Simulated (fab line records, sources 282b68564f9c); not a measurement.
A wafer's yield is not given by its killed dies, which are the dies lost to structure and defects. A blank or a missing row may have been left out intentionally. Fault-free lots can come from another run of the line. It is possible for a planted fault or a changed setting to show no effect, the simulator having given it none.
fab line records    flow ritCmos
record: lots: 6  wafers: 18  lastDay: 7
route steps=202 shown REOX@99 NLDD@103 PLDD@114 SPACER@125 NSD@131 M1@202
lots that met no fault: from a run of the same line without faults
startH: the number of hours between the record's first day and the start of the first shown wafer of the lot    waitH: time in hours since the lot's previous step    " identical to the entry in the row above    L1.1+2: a row that stands for several wafers    - either no value or no given start    * or withheld: withheld    < > ~ a bound
route shown NAME@n: NAME is a module with steps in the file, n the number in the route of the first one    usual: mean/standard deviation taken from wafers without a fault    same: alike in all rows    chamber/n: place in a boat    sites: per-site readings    _std_site: standard deviation across them    _edge_site: mean of outer sites minus mean of inner sites    radiusMm: how far each site lies from the wafer's centre    mask NAME#n: copy n    behind: the most recent tool/chamber to have shaped the wafer    hold: the reason the lot was held/the length of the hold in hours/how it ended    device: transistor that didn't switch, given as n, p or np    end of line: tests of these same wafers at the route's end    a step without rows: its recipe alone    killed: not the wafer's yield, but the dies lost to structure and defects at the first sort    map: shows each die of a wafer: x if killed, . if not, _ if none is there
set.NAME: the setting as run; set.NAME@STEP: as run at that earlier step    model.NAME: the simulator's own value behind a step, which no gauge read
lots at selected steps of the route; one table per step, one row per wafer
services: a tool's chamber out of use, with start hour (startH, from the record's first day; less than 0 if before it), hours out, and reason
== steps ==
step: RIT_REOX_CLEAN_01
recipe: chemistry: dHF  dilution: 50:1  timeS: 30
step: RIT_REOX_CLEAN_02
recipe: chemistry: SC2  mix: 3:3:50  timeS: 600  tempC: 75  dry: n2Spin
step: RIT_REOX_OXIDATION_03
recipe: tempC: 900  ambient: O2  targetThkA: 252  oxTimeS: 5580
step: RIT_REOX_THK_MEAS_04
recipe: reads: SiO2_of_REOX_OXIDATION_03
usual: REOX_OXIDE_THK: 25.1/0.46
lot.wafer  tool          chamber  startH  waitH  REOX_OXIDE_THK[nm]
L615.2     filmMetro-03  -        78.21   0.0    25.2
L615.4     "             -        "       "      25.6
L615.6     "             -        "       "      25.7
L617.2     filmMetro-01  -        88.11   0.0    25.2
L617.3     "             -        "       "      25.2
L617.5     "             -        "       "      25.4
L625.3     filmMetro-03  -        126.31  0.0    25.2
L625.4     "             -        "       "      24.8
L625.5     "             -        "       "      24.9
L626.1     filmMetro-03  -        134.60  0.0    25.5
L626.4     "             -        "       "      25.7
L626.6     "             -        "       "      25.8
L628.3     filmMetro-01  -        142.23  0.0    24.1
L628.5     "             -        "       "      24.6
L628.6     "             -        "       "      24.7
L630.2     filmMetro-02  -        149.40  0.0    25.5
L630.3     "             -        "       "      25.4
L630.5     "             -        "       "      25.3
step: RIT_NLDD_HMDS_00
recipe: primeTimeS: 60  primeTempC: 140
step: RIT_NLDD_COAT_01
recipe: resist: NOVOLAK  spinRpm: 3250  resistThkNm: 1000
step: RIT_NLDD_SOFTBAKE_02
recipe: resist: NOVOLAK  tempC: 90  timeS: 60
step: RIT_NLDD_EXPOSE_03
recipe: maskId: M7  na: 0.57  targetCdNm: 40700  doseMj: 250
step: RIT_NLDD_PEB_04
recipe: resist: NOVOLAK  tempC: withheld  timeS: withheld
step: RIT_NLDD_DEVELOP_05
recipe: resist: NOVOLAK  developTimeS: 50  devTempC: 23
step: RIT_NLDD_OVL_MEAS_06
usual: NLDD_OVL: 0.5/1.5
lot.wafer  tool        chamber  startH  waitH  NLDD_OVL[nm]
L615.2     overlay-01  -        79.12   -      0.5
L615.4     "           -        "       "      0.5
L615.6     "           -        "       "      -0.5
L617.2     overlay-02  -        89.14   -      1.8
L617.3     "           -        "       "      0.6
L617.5     "           -        "       "      2.1
L625.3     overlay-02  -        127.21  -      2.3
L625.4     "           -        "       "      1.2
L625.5     "           -        "       "      2.9
L626.1     overlay-02  -        135.64  -      1.2
L626.4     "           -        "       "      2.8
L626.6     "           -        "       "      3.3
L628.3     overlay-02  -        143.21  -      -0.8
L628.5     "           -        "       "      0.9
L628.6     "           -        "       "      -1.7
L630.2     overlay-01  -        150.34  -      2.0
L630.3     "           -        "       "      -0.6
L630.5     "           -        "       "      0.8
step: RIT_NLDD_HARDBAKE_07
recipe: resist: NOVOLAK  tempC: 140  timeS: 60
step: RIT_NLDD_IMPLANT_08
recipe: species: P  energyKev: 20  doseCm2: 5e+14  tiltDeg: 7
usual: beamEnergyKeV: 20.001/0.0057  tiltDeg: 6.999/0.021
lot.wafer  tool          chamber  startH  waitH  beamEnergyKeV  tiltDeg
L615.2     implanter-02  0        79.32   0.1    19.998         7.020
L615.4     "             0        "       "      19.997         6.996
L615.6     "             0        "       "      20.001         7.019
L617.2     implanter-01  0        89.35   0.1    20.002         6.987
L617.3     "             0        "       "      20.002         6.982
L617.5     "             0        "       "      20.001         7.000
L625.3     implanter-01  0        127.43  0.1    19.995         6.949
L625.4     "             0        "       "      20.000         6.986
L625.5     "             0        "       "      20.008         7.015
L626.1     implanter-01  0        135.82  0.1    20.004         7.020
L626.4     "             0        "       "      20.004         6.966
L626.6     "             0        "       "      20.000         6.990
L628.3     implanter-04  0        143.44  0.1    20.004         7.005
L628.5     "             0        "       "      20.007         7.010
L628.6     "             0        "       "      20.005         7.023
L630.2     implanter-04  0        150.55  0.1    19.998         7.005
L630.3     "             0        "       "      19.995         6.998
L630.5     "             0        "       "      20.012         6.996
step: RIT_NLDD_STRIP_09
recipe: chemistry: O2  timeS: 180  resist: NOVOLAK  platenTempC: withheld  powerW: 500  pressureMtorr: 4000  o2FlowSccm: 4000
usual: drypumpMotorCurrentA: 5.7/0.38
lot.wafer  tool            chamber  startH  waitH  drypumpMotorCurrentA  rfHoursCounterH
L615.2     plasmaAsher-02  0        79.45   0.1    6.2                   29
L615.4     "               0        "       "      6.2                   -
L615.6     "               1        "       "      5.7                   -
L617.2     plasmaAsher-02  0        89.47   0.1    6.2                   30
L617.3     "               1        "       "      5.7                   -
L617.5     "               1        "       "      5.7                   -
L625.3     plasmaAsher-02  0        127.59  0.1    6.2                   -
L625.4     "               1        "       "      5.7                   -
L625.5     "               0        "       "      6.2                   -
L626.1     plasmaAsher-03  1        135.97  0.1    5.2                   45
L626.4     "               1        "       "      5.2                   -
L626.6     "               0        "       "      5.8                   -
L628.3     plasmaAsher-03  1        143.59  0.1    5.2                   -
L628.5     "               0        "       "      5.9                   -
L628.6     "               1        "       "      5.2                   -
L630.2     plasmaAsher-03  0        150.67  0.1    5.8                   47
L630.3     "               0        "       "      5.8                   -
L630.5     "               0        "       "      5.9                   -
step: RIT_NLDD_TW_MEAS_10
usual: NLDD_TW: 2501/13
lot.wafer  tool          chamber  startH  waitH  NLDD_TW
L615.2     filmMetro-02  -        79.63   0.1    2490
L615.4     "             -        "       "      2489
L615.6     "             -        "       "      2492
L617.2     filmMetro-02  -        89.66   0.1    2493
L617.3     "             -        "       "      2511
L617.5     "             -        "       "      2487
L625.3     filmMetro-03  -        127.73  0.1    2484
L625.4     "             -        "       "      2486
L625.5     "             -        "       "      2416
L626.1     filmMetro-03  -        136.15  0.1    2513
L626.4     "             -        "       "      2457
L626.6     "             -        "       "      2504
L628.3     filmMetro-02  -        143.73  0.1    2500
L628.5     "             -        "       "      2498
L628.6     "             -        "       "      2484
L630.2     filmMetro-04  -        150.86  0.1    2508
L630.3     "             -        "       "      2505
L630.5     "             -        "       "      2502
step: RIT_PLDD_HMDS_00
recipe: primeTimeS: 60  primeTempC: 140
step: RIT_PLDD_COAT_01
recipe: resist: NOVOLAK  spinRpm: 3250  resistThkNm: 1000
step: RIT_PLDD_SOFTBAKE_02
recipe: resist: NOVOLAK  tempC: 90  timeS: 60
step: RIT_PLDD_EXPOSE_03
recipe: maskId: M8  na: 0.57  targetCdNm: 40900  doseMj: 250
step: RIT_PLDD_PEB_04
recipe: resist: NOVOLAK  tempC: withheld  timeS: withheld
step: RIT_PLDD_DEVELOP_05
recipe: resist: NOVOLAK  developTimeS: 50  devTempC: 23
step: RIT_PLDD_OVL_MEAS_06
usual: PLDD_OVL: -0.3/1.3
lot.wafer  tool        chamber  startH  waitH  PLDD_OVL[nm]
L615.2     overlay-01  -        80.54   -      0.8
L615.4     "           -        "       "      -1.7
L615.6     "           -        "       "      -0.4
L617.2     overlay-01  -        91.06   -      -2.2
L617.3     "           -        "       "      -1.8
L617.5     "           -        "       "      0.2
L625.3     overlay-02  -        128.63  -      -0.9
L625.4     "           -        "       "      -2.2
L625.5     "           -        "       "      0.9
L626.1     overlay-02  -        137.06  -      1.0
L626.4     "           -        "       "      -0.4
L626.6     "           -        "       "      -2.0
L628.3     overlay-01  -        144.78  -      -1.0
L628.5     "           -        "       "      -0.4
L628.6     "           -        "       "      -1.9
L630.2     overlay-02  -        151.77  -      0.5
L630.3     "           -        "       "      -1.1
L630.5     "           -        "       "      0.1
step: RIT_PLDD_HARDBAKE_07
recipe: resist: NOVOLAK  tempC: 140  timeS: 60
step: RIT_PLDD_IMPLANT_08
recipe: species: BF2  energyKev: 20  doseCm2: 9e+14  tiltDeg: 7
step: RIT_PLDD_STRIP_09
recipe: chemistry: O2  timeS: 180  resist: NOVOLAK  platenTempC: withheld  powerW: 500  pressureMtorr: 4000  o2FlowSccm: 4000
usual: drypumpMotorCurrentA: 6.0/0.32
lot.wafer  tool            chamber  startH  waitH  drypumpMotorCurrentA  rfHoursCounterH
L615.2     plasmaAsher-02  0        80.87   0.1    6.2                   29
L615.4     "               0        "       "      6.2                   -
L615.6     "               1        "       "      5.7                   -
L617.2     plasmaAsher-01  0        91.39   0.1    5.2                   45
L617.3     "               0        "       "      5.2                   -
L617.5     "               0        "       "      5.2                   -
L625.3     plasmaAsher-04  1        129.15  0.2    5.7                   -
L625.4     "               0        "       "      6.4                   -
L625.5     "               1        "       "      5.7                   -
L626.1     plasmaAsher-04  0        137.40  0.1    6.4                   52
L626.4     "               1        "       "      5.7                   -
L626.6     "               1        "       "      5.7                   -
L628.3     plasmaAsher-04  1        145.16  0.1    5.8                   -
L628.5     "               0        "       "      6.4                   -
L628.6     "               1        "       "      5.8                   -
L630.2     plasmaAsher-02  0        152.10  0.1    6.2                   37
L630.3     "               0        "       "      6.2                   -
L630.5     "               1        "       "      5.7                   -
step: RIT_PLDD_TW_MEAS_10
usual: PLDD_TW: 2353/16
lot.wafer  tool          chamber  startH  waitH  PLDD_TW
L615.2     filmMetro-04  -        81.05   0.1    2373
L615.4     "             -        "       "      2359
L615.6     "             -        "       "      2372
L617.2     filmMetro-03  -        91.58   0.1    2371
L617.3     "             -        "       "      2372
L617.5     "             -        "       "      2376
L625.3     filmMetro-02  -        129.29  0.1    2340
L625.4     "             -        "       "      2343
L625.5     "             -        "       "      2354
L626.1     filmMetro-03  -        137.57  0.1    2350
L626.4     "             -        "       "      2350
L626.6     "             -        "       "      2368
L628.3     filmMetro-03  -        145.30  0.1    2382
L628.5     "             -        "       "      2358
L628.6     "             -        "       "      2376
L630.2     filmMetro-04  -        152.28  0.1    2350
L630.3     "             -        "       "      2362
L630.5     "             -        "       "      2363
step: RIT_SPACER_CLEAN_00
recipe: chemistry: SC1  mix: 3:3:50  timeS: 600  tempC: 75
step: RIT_SPACER_CLEAN_01
recipe: chemistry: dHF  dilution: 50:1  timeS: 30
step: RIT_SPACER_CLEAN_02
recipe: chemistry: SC2  mix: 3:3:50  timeS: 600  tempC: 75  dry: n2Spin
step: RIT_SPACER_CVD_03
recipe: material: Si3N4  targetThkNm: 250  tempC: 810  precursor: SiH2Cl2/NH3  timeS: 3300  pressureMtorr: 300  sih2cl2FlowSccm: 60  nh3FlowSccm: 150
step: RIT_SPACER_THK_MEAS_04
recipe: reads: Si3N4_of_SPACER_CVD_03
usual: SPACER_NITRIDE_THK: 249.3/2.1
lot.wafer  tool          chamber  startH  waitH  SPACER_NITRIDE_THK[nm]
L615.2     filmMetro-01  -        84.36   0.0    251.8
L615.4     "             -        "       "      250.1
L615.6     "             -        "       "      250.8
L617.2     filmMetro-03  -        93.92   0.0    252.7
L617.3     "             -        "       "      252.2
L617.5     "             -        "       "      254.1
L625.3     filmMetro-04  -        132.32  0.0    248.3
L625.4     "             -        "       "      249.5
L625.5     "             -        "       "      251.2
L626.1     filmMetro-04  -        139.98  0.0    250.6
L626.4     "             -        "       "      250.9
L626.6     "             -        "       "      248.6
L628.3     filmMetro-04  -        147.64  0.0    250.8
L628.5     "             -        "       "      250.8
L628.6     "             -        "       "      251.3
L630.2     filmMetro-03  -        154.62  0.0    246.3
L630.3     "             -        "       "      247.5
L630.5     "             -        "       "      250.4
step: RIT_SPACER_ETCHBACK_05
recipe: targetDepthA: 2500  SF6_flow_sccm: 30  CHF3_flow_sccm: 30  target: Si3N4  chemistry: SF6/CHF3  pressureMtorr: 40  rfW: 250  timeS: 240  stopOn: SiO2
usual: drypumpMotorCurrentA: 5.9/0.54  oesProductAu: 0.838/0.015  throttleValvePct: 10.21/0.14
lot.wafer  tool        chamber  startH  waitH  drypumpMotorCurrentA  oesProductAu  rfHoursCounterH  throttleValvePct
L615.2     rieDiel-01  3        84.41   0.0    6.4                   0.866         130              10.38
L615.4     "           2        "       "      6.3                   0.837         45               10.08
L615.6     "           3        "       "      6.4                   0.867         -                10.37
L617.2     rieDiel-02  2        93.97   0.0    5.8                   0.834         4                10.21
L617.3     "           0        "       "      4.7                   0.855         86               10.22
L617.5     "           3        "       "      5.3                   0.845         -                10.36
L625.3     rieDiel-02  2        132.36  0.0    5.8                   0.805         5                10.21
L625.4     "           3        "       "      5.4                   0.823         5                10.36
L625.5     "           1        "       "      5.6                   0.830         -                10.30
L626.1     rieDiel-02  0        140.04  0.1    4.7                   0.849         86               10.21
L626.4     "           3        "       "      5.3                   0.835         5                10.36
L626.6     "           3        "       "      5.4                   0.820         -                10.36
L628.3     rieDiel-02  1        147.68  0.0    5.7                   0.830         7                10.29
L628.5     "           2        "       "      5.8                   0.825         -                10.22
L628.6     "           1        "       "      5.7                   0.836         -                10.29
L630.2     rieDiel-02  1        154.67  0.0    5.6                   0.811         7                10.28
L630.3     "           2        "       "      5.8                   0.825         5                10.22
L630.5     "           1        "       "      5.6                   0.832         -                10.27
step: RIT_NSD_HMDS_00
recipe: primeTimeS: 60  primeTempC: 140
step: RIT_NSD_COAT_01
recipe: resist: NOVOLAK  spinRpm: 3250  resistThkNm: 1000
step: RIT_NSD_SOFTBAKE_02
recipe: resist: NOVOLAK  tempC: 90  timeS: 60
step: RIT_NSD_EXPOSE_03
recipe: maskId: M9  na: 0.57  targetCdNm: 40700  doseMj: 250
step: RIT_NSD_PEB_04
recipe: resist: NOVOLAK  tempC: withheld  timeS: withheld
step: RIT_NSD_DEVELOP_05
recipe: resist: NOVOLAK  developTimeS: 50  devTempC: 23
step: RIT_NSD_OVL_MEAS_06
usual: NSD_OVL: -0.6/1.2
lot.wafer  tool        chamber  startH  waitH  NSD_OVL[nm]
L615.2     overlay-01  -        85.54   -      -2.0
L615.4     "           -        "       "      -0.5
L615.6     "           -        "       "      -1.6
L617.2     overlay-01  -        94.98   -      -1.5
L617.3     "           -        "       "      0.4
L617.5     "           -        "       "      0.3
L625.3     overlay-01  -        133.50  -      -2.5
L625.4     "           -        "       "      0.1
L625.5     "           -        "       "      0.1
L626.1     overlay-01  -        141.17  -      -1.8
L626.4     "           -        "       "      0.4
L626.6     "           -        "       "      -0.7
L628.3     overlay-02  -        148.83  -      1.1
L628.5     "           -        "       "      1.8
L628.6     "           -        "       "      1.2
L630.2     overlay-02  -        155.68  -      -3.3
L630.3     "           -        "       "      -1.7
L630.5     "           -        "       "      0.1
step: RIT_NSD_HARDBAKE_07
recipe: resist: NOVOLAK  tempC: 140  timeS: 60
step: RIT_NSD_IMPLANT_08
recipe: species: P  energyKev: 25  doseCm2: 1e+15  tiltDeg: 7
step: RIT_NSD_STRIP_09
recipe: chemistry: O2  timeS: 180  resist: NOVOLAK  platenTempC: withheld  powerW: 500  pressureMtorr: 4000  o2FlowSccm: 4000
usual: drypumpMotorCurrentA: 5.8/0.42
lot.wafer  tool            chamber  startH  waitH  drypumpMotorCurrentA  rfHoursCounterH
L615.2     plasmaAsher-01  1        85.87   0.1    6.1                   44
L615.4     "               0        "       "      5.2                   -
L615.6     "               1        "       "      6.1                   -
L617.2     plasmaAsher-03  1        95.31   0.1    5.2                   41
L617.3     "               1        "       "      5.2                   -
L617.5     "               0        "       "      5.8                   -
L625.3     plasmaAsher-04  0        133.88  0.1    6.3                   -
L625.4     "               1        "       "      5.8                   -
L625.5     "               1        "       "      5.7                   -
L626.1     plasmaAsher-04  0        141.51  0.1    6.4                   53
L626.4     "               1        "       "      5.7                   -
L626.6     "               1        "       "      5.7                   -
L628.3     plasmaAsher-04  0        149.21  0.1    6.4                   -
L628.5     "               1        "       "      5.7                   -
L628.6     "               0        "       "      6.4                   -
L630.2     plasmaAsher-01  0        156.01  0.1    5.2                   3
L630.3     "               1        "       "      6.1                   -
L630.5     "               1        "       "      6.1                   -
step: RIT_SDANNEAL_RS_MEAS_07
recipe: thkMeasGauge: four-point-probe
usual: NLDD_RS: 151.8/0.55
lot.wafer  tool          chamber  startH  waitH  NLDD_RS[ohm/sq]
L615.2     filmMetro-03  -        88.33   0.1    151.9
L615.4     "             -        "       "      152.1
L615.6     "             -        "       "      151.8
L617.2     filmMetro-03  -        97.89   0.1    151.8
L617.3     "             -        "       "      151.0
L617.5     "             -        "       "      151.1
L625.3     filmMetro-02  -        136.30  0.1    -
L625.4     "             -        "       "      -
L625.5     "             -        "       "      -
L626.1     filmMetro-04  -        144.22  0.1    -
L626.4     "             -        "       "      -
L626.6     "             -        "       "      -
L628.3     filmMetro-04  -        151.88  0.1    151.5
L628.5     "             -        "       "      151.3
L628.6     "             -        "       "      151.7
L630.2     filmMetro-04  -        158.69  0.1    152.6
L630.3     "             -        "       "      151.7
L630.5     "             -        "       "      151.7
step: RIT_M1_PROBE_99
usual: killedAtContacts: 0.0/0.22  killedAtFrontEnd: 6.5/2.8  killedDies: 6.5/2.8  killedOpen: 3.2/1.8  killedShort: 3.3/2
same: grossDies: 264  killed_at_M0_to_M3: 0  killed_at_M4_up: 0  killedAtBackSide: 0  killedAtOther: 0
lot.wafer  tool       chamber  startH  waitH  killedAtContacts  killedAtFrontEnd  killedDies  killedOpen  killedShort  model.etest.nmosTurned.driveUaUm  model.etest.nmos_0p15.rOnOhmUm  model.etest.nmos_0p3.rOnOhmUm  model.etest.nmos_0p15.driveUaUm  model.etest.nmos_0p15.swingMvDec  model.etest.retroEdgeNmos.offLog10AUm  model.etest.nmos_0p15.offLog10AUm  model.etest.ring.quietLog10A
L615.2     prober-01  -        95.36   0.1    0                 6                 6           4           2            323.1                             1095                            2143                           473.2                            86.12                             -10                                    -10.04                             -7.601
L615.4     prober-01  -        95.46   0.2    0                 6                 6           3           3            308.2                             1156                            2177                           461.4                            86.19                             -10.23                                 -10.21                             -7.721
L615.6     prober-01  -        95.56   0.2    0                 4                 4           2           2            306.6                             1130                            2152                           464.8                            86.24                             -10.02                                 -9.975                             -7.665
L617.2     prober-01  -        104.80  0.1    0                 10                10          3           7            319.9                             1141                            2170                           461.3                            85.83                             -9.903                                 -10.11                             -7.649
L617.3     prober-01  -        104.85  0.2    0                 6                 6           3           3            326.6                             1123                            2178                           470.8                            86.31                             -9.854                                 -9.962                             -7.689
L617.5     prober-01  -        104.95  0.2    0                 5                 5           3           2            320.7                             1088                            2153                           469.1                            86.48                             -9.767                                 -9.946                             -7.683
L625.3     prober-01  -        143.70  0.2    0                 4                 4           1           3            427.6                             1129                            2142                           470.6                            86.3                              -9.751                                 -9.844                             -7.744
L625.4     prober-01  -        143.75  0.2    0                 5                 5           2           3            416.6                             1072                            2115                           481.7                            86.36                             -9.817                                 -9.927                             -7.821
L625.5     prober-01  -        143.80  0.2    1                 10                11          3           8            477.1                             1052                            2094                           499.3                            86.7                              -9.448                                 -9.428                             -7.35
L626.1     prober-02  -        151.59  0.1    1                 4                 5           3           2            432.2                             1068                            2136                           495.7                            87.93                             -9.129                                 -9.343                             -7.243
L626.4     prober-02  -        151.74  0.2    0                 5                 5           3           2            464                               1053                            2101                           490.1                            87.07                             -9.306                                 -9.348                             -7.28
L626.6     prober-02  -        151.84  0.2    0                 9                 9           3           6            451.2                             1057                            2100                           493.8                            86.71                             -9.505                                 -9.548                             -7.436
L628.3     prober-02  -        158.83  0.2    0                 6                 6           3           3            347.3                             1064                            2159                           482.5                            87.43                             -9.617                                 -9.778                             -7.331
L628.5     prober-02  -        158.93  0.2    0                 8                 8           4           4            337.8                             1102                            2137                           479.5                            86.14                             -9.881                                 -9.95                              -7.607
L628.6     prober-02  -        158.98  0.2    0                 8                 8           4           4            333.7                             1092                            2171                           475.4                            87                                -9.905                                 -9.841                             -7.464
L630.2     prober-02  -        165.66  0.1    0                 8                 8           3           5            310.3                             1166                            2212                           452.5                            85.98                             -9.991                                 -10.3                              -8.016
L630.3     prober-02  -        165.71  0.2    0                 2                 2           2           0            326.8                             1153                            2171                           472.6                            85.31                             -10.15                                 -10.08                             -7.757
L630.5     prober-02  -        165.81  0.2    0                 9                 9           5           4            323.8                             1140                            2134                           462.4                            85.33                             -10.12                                 -10.27                             -7.892
killed by level:class
L615.2 ACTIVE:geometricParticle:short=1 GATE:geometricParticle:open=1 REOX:geometricParticle:short=1 REOX:geometricParticle:open=1 SPACER:geometricParticle:open=1 SILICIDE:geometricParticle:open=1
L615.4 GATE:geometricParticle:open=2 SPACER:geometricParticle:short=2 FOX1:geometricParticle:short=1 REOX:geometricParticle:open=1
L615.6 GATE:geometricParticle:short=2 REOX:geometricParticle:open=2
L617.2 GATE:geometricParticle:open=2 GATE:geometricParticle:short=2 SPACER:geometricParticle:short=2 FOX1:geometricParticle:open=1 FOX1:geometricParticle:short=1 REOX:geometricParticle:short=1 SILICIDE:geometricParticle:short=1
L617.3 SPACER:geometricParticle:open=2 FOX1:geometricParticle:short=1 GATE:geometricParticle:short=1 SPACER:geometricParticle:short=1 SILICIDE:geometricParticle:open=1
L617.5 FOX1:geometricParticle:short=1 FOX1:geometricParticle:open=1 FOX2:geometricParticle:open=1 REOX:geometricParticle:open=1 REOX:geometricParticle:short=1
L625.3 GATE:geometricParticle:short=3 FOX2:geometricParticle:open=1
L625.4 SPACER:geometricParticle:short=2 GATE:geometricParticle:open=1 GATE:geometricParticle:short=1 SILICIDE:geometricParticle:open=1
L625.5 GATE:geometricParticle:short=7 GATE:geometricParticle:open=3 CONTACT:geometricParticle:short=1
L626.1 GATE:geometricParticle:open=1 REOX:geometricParticle:open=1 SPACER:geometricParticle:short=1 SILICIDE:geometricParticle:open=1 CONTACT:geometricParticle:short=1
L626.4 GATE:geometricParticle:open=3 GATE:geometricParticle:short=1 SILICIDE:geometricParticle:short=1
L626.6 GATE:geometricParticle:short=4 FOX1:geometricParticle:short=1 FOX1:geometricParticle:open=1 GATE:geometricParticle:open=1 REOX:geometricParticle:open=1 REOX:geometricParticle:short=1
L628.3 GATE:geometricParticle:open=2 FOX1:geometricParticle:short=1 FOX1:geometricParticle:open=1 GATE:geometricParticle:short=1 SILICIDE:geometricParticle:short=1
L628.5 GATE:geometricParticle:short=3 GATE:geometricParticle:open=3 FOX1:geometricParticle:short=1 REOX:geometricParticle:open=1
L628.6 GATE:geometricParticle:short=2 GATE:geometricParticle:open=2 FOX1:geometricParticle:short=1 REOX:geometricParticle:open=1 SPACER:geometricParticle:short=1 SILICIDE:geometricParticle:open=1
L630.2 FOX1:geometricParticle:short=2 GATE:geometricParticle:open=2 FOX2:geometricParticle:short=1 GATE:geometricParticle:short=1 SILICIDE:geometricParticle:open=1 SILICIDE:geometricParticle:short=1
L630.3 FOX2:geometricParticle:open=1 GATE:geometricParticle:open=1
L630.5 GATE:geometricParticle:open=4 FOX2:geometricParticle:short=2 FOX1:geometricParticle:short=1 GATE:geometricParticle:short=1 SILICIDE:geometricParticle:open=1
== services ==
tool            chamber  startH  hours  kind
implanter-02    -        55.93   1.3    repair
rieDiel-02      -        60.94   14.6   pm
rieDiel-01      -        71.71   2.8    pm
rieDiel-02      -        75.54   2.8    pm
plasmaAsher-01  -        75.98   2.8    pm
implanter-01    -        78.59   2.9    repair
rieDiel-02      1        81.31   9.3    repair
plasmaAsher-03  -        102.96  1.5    repair
implanter-04    -        105.12  3.6    repair
plasmaAsher-01  -        108.75  9.0    pm
plasmaAsher-01  0        108.75  9.0    ventCycle
plasmaAsher-01  1        108.75  9.0    ventCycle
plasmaAsher-01  0        117.75  -      clean
plasmaAsher-01  1        117.75  -      clean
plasmaAsher-02  -        119.58  1.3    repair
plasmaAsher-01  -        123.57  7.8    repair
implanter-04    -        125.82  2.4    pm
rieDiel-01      2        144.27  6.5    repair
implanter-01    -        155.77  4.3    pm
== key ==
firstSign: step: RIT_NLDD_TW_MEAS_10  reading: NLDD_TW  direction: down  sigmas: 1.9  usual: 2501  struck: 2477  wafersMoved: 2
effect: step: RIT_SDANNEAL_RS_MEAS_07  reading: NLDD_RS  direction: missing
modelEffect: step: RIT_M1_PROBE_99  value: etest.nmosTurned.driveUaUm  without: 322.7  struck: 444.8
metAt RIT_NLDD_IMPLANT_08
struckWafers L625.3,L625.4,L625.5,L626.1,L626.4,L626.6
testerLeftOut L625,L626
onsetBetween 89.35 127.43
fault: kind: processParameterDrift  tool: implanter-01  chamber: -  onsetH: 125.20  steps: RIT_NLDD_IMPLANT_08  channel: tiltDeg  offset: -4  spreadByWafer: 0.3  shape: step  endH: 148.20  actsIn: theseRecipesOnly  stated: 7
testerLeftOut: of these lots the tester's yield and bins aren't shown, on N5 and GAA mostly nor the transistor test; their killed dies are dies lost to structure and defects alone, not to doping, threshold or leakage, so they don't give the yield
